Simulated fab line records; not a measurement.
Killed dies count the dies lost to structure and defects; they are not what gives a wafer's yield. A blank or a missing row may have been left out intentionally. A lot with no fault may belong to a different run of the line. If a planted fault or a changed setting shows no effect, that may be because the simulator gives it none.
Lot-split experiment | flow berkeley_cmos170 | 23 wafers read across 5 lots, on a route 331 steps long

== SPLIT DETAILS ==
At UCB170_PLDD_PEB_04, the setting peb_temp_c was moved away from the recipe's 130 C on 9 of the 23 wafers read, by -2.3% to +2.1%. This setting was run at the recipe's value on the other wafers.

== BETWEEN THE SPLIT AND THE READING: the file shows 1 step in between ==
- UCB170_PLDD_DEVELOP_05: develop time 45 s

== THE READING ==
cd_nm at UCB170_PLDD_CD_MEAS_06, given in nm (cd target 1200 nm). Fault-free wafers of this fab line usually give 1200.5 nm, standard deviation 1.5 nm.

wafer  | tool, chamber at the split | peb_temp_c as run, C | against the recipe | cd_nm, nm | against lot-mates on the recipe
L076.1 | litho_track-04, 0          | 131.1                | +0.8%              | 1209.2    | +7.7
L076.2 | litho_track-04, 0          | 130                  | recipe             | 1203.0    | -
L076.3 | litho_track-04, 0          | 131.1                | +0.8%              | 1208.6    | +7.1
L076.5 | litho_track-04, 0          | 130                  | recipe             | 1200.0    | -
L076.6 | litho_track-04, 0          | 131.1                | +0.8%              | 1209.3    | +7.8
L074.1 | litho_track-02, 0          | 132.4                | +1.8%              | 1216.9    | +14.6
L074.2 | litho_track-02, 0          | 130                  | recipe             | 1202.8    | -
L074.3 | litho_track-02, 0          | 130                  | recipe             | 1202.2    | -
L074.4 | litho_track-02, 0          | 132.4                | +1.8%              | 1217.0    | +14.7
L074.5 | litho_track-02, 0          | 130                  | recipe             | 1201.8    | -
L079.1 | litho_track-04, 0          | 130                  | recipe             | 1199.9    | -
L079.2 | litho_track-04, 0          | 127                  | -2.3%              | 1177.7    | -22.5
L079.3 | litho_track-04, 0          | 127                  | -2.3%              | 1175.8    | -24.4
L079.4 | litho_track-04, 0          | 130                  | recipe             | 1200.4    | -
L079.6 | litho_track-04, 0          | 130                  | recipe             | 1200.4    | -
L083.2 | litho_track-03, 0          | 132.7                | +2.1%              | 1214.7    | +14.6
L083.3 | litho_track-03, 0          | 132.7                | +2.1%              | 1214.4    | +14.3
L083.4 | litho_track-03, 0          | 130                  | recipe             | 1199.3    | -
L083.5 | litho_track-03, 0          | 130                  | recipe             | 1201.3    | -
L083.6 | litho_track-03, 0          | 130                  | recipe             | 1199.7    | -
L082.1 | litho_track-04, 0          | 130                  | recipe             | 1200.5    | -
L082.2 | litho_track-04, 0          | 130                  | recipe             | 1201.7    | -
L082.6 | litho_track-04, 0          | 130                  | recipe             | 1203.3    | -

THE FIT
A straight line over all 23 wafers: cd_nm changes by +8.89 nm for each +1% of peb_temp_c; r = +0.98; the points scatter about the line by 2.1 nm.
The same after taking each lot's own level away (the mean of its wafers on the recipe; 23 wafers): +8.7 nm for each +1%; r = +0.99; scatter 1.6 nm.
The reading moves by 20 nm for the largest change in peb_temp_c, on that fit.
Measured against the standard deviation above, the lots' own levels, which go from 1200.10 to 1202.27 nm, span 1.4 times it.
So the lot-to-lot level changes the slope little: the two slopes agree.
Check: with one of the wafers moved furthest among these (-2.3%) left out of the fit, the line predicts -20.1 nm for it against its lot-mates. It came out at -22.5 nm against them.

== OTHER SPLITS ON THESE WAFERS ==
Before the reading, these wafers also passed through other splits. Each is held against what the fit with the lots' levels taken away leaves over:
other split on the same wafers       | wafers away from the commonest value | r with cd_nm (lot level and that fit taken away)
UCB170_NWELL_CVD_04 temp_c           | 15                                   | +0.01
UCB170_NWELL_ETCH_13 time_s          | 10                                   | +0.06
UCB170_WELLDRIVE_OXIDATION_01 temp_c | 15                                   | +0.25
UCB170_ACTIVE_STRIP_16 power_w       | 6                                    | -0.11
UCB170_FIELD_OXIDATION_01 ox_time_s  | 10                                   | -0.33
UCB170_PVT_IMPLANT_07 dose_cm2       | 11                                   | +0.18
UCB170_GATE_COAT_07 spin_rpm         | 9                                    | -0.10

== FILE'S OWN FIT ==
cd_nm changes by +8.55 nm for each +1% of peb_temp_c, r = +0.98.
